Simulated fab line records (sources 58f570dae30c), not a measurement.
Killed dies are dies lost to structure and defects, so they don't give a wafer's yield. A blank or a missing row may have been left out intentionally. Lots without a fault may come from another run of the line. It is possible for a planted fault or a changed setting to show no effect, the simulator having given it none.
A lot that was struck, set against a sound lot -- flow berkeley-cmos170 -- 17 out of 331 route steps
Sound: these wafers, L399.1, L399.3, L399.6. Wafers L409.1, L409.2, L409.5 were the ones struck. The cause is named last.
Per side, at each step with rows, come the tool, then ch with its chambers, and then its first start. Under that, the readings that differ: sound wafers -- struck wafers -- difference of the means -- sigmas: that difference in standard deviations of wafers without a fault.
alike: words and numbers the same on both sides, and readings whose means are apart by under 2 such deviations; not compared: readings that were withheld, readings missing a value for some wafer, numbers with overlapping values and no deviation given by the record, and bounds like >300 which may hide the same value.
The two part at a step that has a row with sigmas, a row that says differs or no value, or rows on one side only. Non-overlapping numbers with no deviation appear without sigmas and do not part them. Lack of a reading on every wafer of one side parts them only where that side has two or more wafers.

UCB170_NWELL_THK_MEAS_02:
  sound on film-metro-01 at day 1 21:35; struck on film-metro-01 at day 4 02:36
  alike: NWELL_OXIDE_THK
then, 2 steps without rows for these wafers: UCB170_NWELL_ANNEAL_03 (time 900 s); UCB170_NWELL_CVD_04 (deposits Si3N4 from SiH2Cl2/NH3, target thk 224 nm, time 3360 s).
UCB170_NWELL_THK_MEAS_05:
  sound on film-metro-01 at day 2 05:26; struck on film-metro-03 at day 4 10:58
  alike: NWELL_NITRIDE_THK
then, 6 steps without rows for these wafers: UCB170_NWELL_HMDS_06 (prime time 60 s); UCB170_NWELL_COAT_07 (resist thk 900 nm); UCB170_NWELL_SOFTBAKE_08 (time 60 s); UCB170_NWELL_EXPOSE_09 (exposes mask NWELL, target cd 3000 nm); UCB170_NWELL_PEB_10; UCB170_NWELL_DEVELOP_11 (develop time 45 s).
UCB170_NWELL_OVL_MEAS_12:
  sound on overlay-01 at day 2 06:44; struck on overlay-02 at day 4 11:59
  alike: NWELL_OVL
UCB170_NWELL_ETCH_13: etches Si3N4 in CH3F/Ar/O2, stops on SiO2, target depth 246.4 nm, time 154 s.
  sound on rie-diel-02 ch 2,3, day 2 06:46; struck on rie-diel-03 ch 2,3, day 4 12:02
  alike: drypump-motor-current-A, mfc-ar-sccm, oes-product-au, throttle-valve-pct
  not compared: rf-hours-counter-h
UCB170_NWELL_IMPLANT_14:
  sound on implanter-02 ch 0, day 2 06:52; struck on implanter-03 ch 0, day 4 12:08
reading,sound,struck,difference,sigmas
dose-ions-cm2,9.994e+12 9.996e+12 9.992e+12,1.1612e+13 1.1618e+13 1.1609e+13,+1.6190e+12,+99 or more
faraday-current-uA,31.4 31.5 32.6,37.3 36.5 37.0,+5.1,+8
UCB170_NWELL_STRIP_15: strips in O2.
  sound on plasma-asher-04 ch 0,1, day 2 07:01; struck on plasma-asher-03 ch 0,1, day 4 12:17
  alike: drypump-motor-current-A, o2-flow-sccm, oes-product-au, strip-time-to-endpoint-s
  not compared: rf-hours-counter-h
UCB170_NWELL_TW_MEAS_16:
  sound on film-metro-03 at day 2 07:07; struck on film-metro-01 at day 4 12:23
reading,sound,struck,difference,sigmas
NWELL_TW,1264 1264 1263,1301 1297 1306,+38,+3
then, 1 step without rows for these wafers: UCB170_NWELL_CLEAN_17 (cleans in SPM, time 600 s).
-- the record jumps here: 6 days lie between the struck wafers' starts before and after (it left off in module NWELL and takes up again in module M3, whose first step shown is number 331 of the route) --
UCB170_M3_PROBE_99:
  sound on prober-01 at day 8 09:28; struck on prober-02 at day 10 20:18
reading,sound,struck,difference,sigmas
model.etest.nwell-pinched.rs-ohm-sq,1292 1294 1270,1149 1134 1141,-144,
model.etest.nwell.rs-ohm-sq,858.5 866.8 865.3,767.9 763.5 769.3,-96.6,
model.etest.nwell.width-nm (nm),2358 2359 2366,2424 2442 2411,+65,
model.etest.nwell.line-ohm-um,368.3 364.6 366.1,312.9 313.1 316.9,-52.0,
model.etest.field-p-metal.vt-v (V),-59.32 -60.06 -59.4,-62.63 -63.12 -63.31,-3.43,
model.etest.iso-pplus-pwell.bv-v (V),23.11 24.01 22.73,25.6 25.95 25.77,+2.5,
model.etest.vpnp.gain,11.42 11.43 11.36,9.799 9.83 9.918,-1.554,
model.etest.field-p.vt-v (V),-21.66 -22.19 -21.44,-22.89 -22.97 -22.79,-1.12,

## WHERE THEY PART
First at UCB170_NWELL_IMPLANT_14; last, within this record, at UCB170_NWELL_TW_MEAS_16.

WHY: whatever the simulator had introduced
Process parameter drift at UCB170_NWELL_IMPLANT_14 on implanter-03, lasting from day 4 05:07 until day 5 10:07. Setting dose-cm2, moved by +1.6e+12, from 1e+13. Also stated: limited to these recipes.
